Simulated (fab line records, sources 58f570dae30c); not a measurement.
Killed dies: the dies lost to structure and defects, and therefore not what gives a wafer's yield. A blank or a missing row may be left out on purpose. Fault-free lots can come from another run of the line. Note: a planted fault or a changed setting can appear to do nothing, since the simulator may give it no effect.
Chamber matching + flow berkeley_cmos170 + 4 sister chambers for UCB170_CONTACT_ETCH_17 on rie_diel-02
The step etches BARC in N2/H2. 4 wafers are shown with their chamber, then 7 later ones without.

EACH WAFER AND ITS CHAMBER
| wafer  | chamber | drypump_motor_current_A (A) |
|--------|---------|-----------------------------|
| L736.5 | 1       | 5.68                        |
| L741.5 | 2       | 5.74                        |
| L745.2 | 0       | 6.03                        |
| L745.4 | 3       | 5.58                        |

WAFERS WITH NO CHAMBER GIVEN
| wafer  | drypump_motor_current_A (A) |
|--------|-----------------------------|
| L745.6 | 6.05                        |
| L748.1 | 6.06                        |
| L748.2 | 5.72                        |
| L748.4 | 5.56                        |
| L749.1 | 5.75                        |
| L749.3 | 5.67                        |
| L749.5 | 5.55                        |

WHICH CHAMBER EACH WENT THROUGH
| wafer  | from the rows above     | in truth |
|--------|-------------------------|----------|
| L745.6 | 0                       | 0        |
| L748.1 | 0                       | 0        |
| L748.2 | can't be placed: 2 or 1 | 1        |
| L748.4 | 3                       | 3        |
| L749.1 | 2                       | 2        |
| L749.3 | 1                       | 1        |
| L749.5 | 3                       | 3        |
Placed correctly: 6 of 7. Not placeable from these rows: 1 (in 1, the candidates include the true chamber). Wrongly placed: 0.
How it was worked out, from the rows above alone: a wafer's distance from a chamber is the root of the sum, over the readings, of the square of ((its reading less the chamber's mean) divided by the reading's scatter). The wafer belongs to the nearest chamber; if the next one is less than 2 further off, it can't be placed. The mean given for a chamber averages the wafers shown for that chamber. The scatter (one wafer shown for each chamber): square how far every hidden wafer sits from the nearest shown wafer, average those squares and take the square root.
